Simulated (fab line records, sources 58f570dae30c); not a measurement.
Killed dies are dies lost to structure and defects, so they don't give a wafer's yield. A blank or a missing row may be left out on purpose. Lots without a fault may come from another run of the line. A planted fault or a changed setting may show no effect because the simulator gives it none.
Which tool did it? | flow berkeley_cmos170 | 7 lots, 21 wafers sampled, at 2 steps of a route of 331

WHAT THE GAUGES READ, wafer by wafer
UCB170_SPACER_THK_MEAS_01.
lot  | measured     | on            | SPACER_TEOS_THK (nm)
L906 | day 8 02:59  | film_metro-01 | 370 371 378
L909 | day 8 10:13  | film_metro-04 | 372 376 376
L907 | day 8 09:48  | film_metro-02 | 374 371 379
L916 | day 9 15:31  | film_metro-02 | 379 378 381
L920 | day 11 03:06 | film_metro-01 | 371 376 380
L921 | day 11 02:28 | film_metro-02 | 373 380 386
L927 | day 12 02:26 | film_metro-04 | 370 371 373

WHICH TOOL RAN EACH LOT (tool, then ch and the chambers of the sampled wafers, then the start)
lot  | UCB170_SPACER_CVD_00
L906 | pecvd-02 ch 0,1,2, day 8 02:56
L909 | pecvd-01 ch 0,1,2, day 8 10:10
L907 | pecvd-02 ch 0,2, day 8 09:45
L916 | pecvd-02 ch 0,2, day 9 15:28
L920 | pecvd-01 ch 1,2, day 11 03:00
L921 | pecvd-02 ch 0,1, day 11 02:25
L927 | pecvd-02 ch 0,1, day 12 02:23
- UCB170_SPACER_CVD_00: deposits SiO2 from TEOS/O2, target thk 376 nm, time 47 s.

THE ANSWER, worked out from the rows above alone
Rule: what is usual is taken from the lots themselves. Put in order of their means at a reading, lots are off if they are a third of the lots or fewer, leave a main group of 4 or more, and stand apart from it by a gap of 3 or more times the standard deviation of the main group's means; of several such gaps the widest counts. A main group whose means are all the same, to the digits that the tables above print for the reading, isn't used. A lot without any number at a reading at which 4 lots or more have one is off too. The other lots that the step has rows for count as sound.
No lot is off at any reading shown: from this, nothing can be told.

WHAT THE SIMULATOR HAD PUT IN
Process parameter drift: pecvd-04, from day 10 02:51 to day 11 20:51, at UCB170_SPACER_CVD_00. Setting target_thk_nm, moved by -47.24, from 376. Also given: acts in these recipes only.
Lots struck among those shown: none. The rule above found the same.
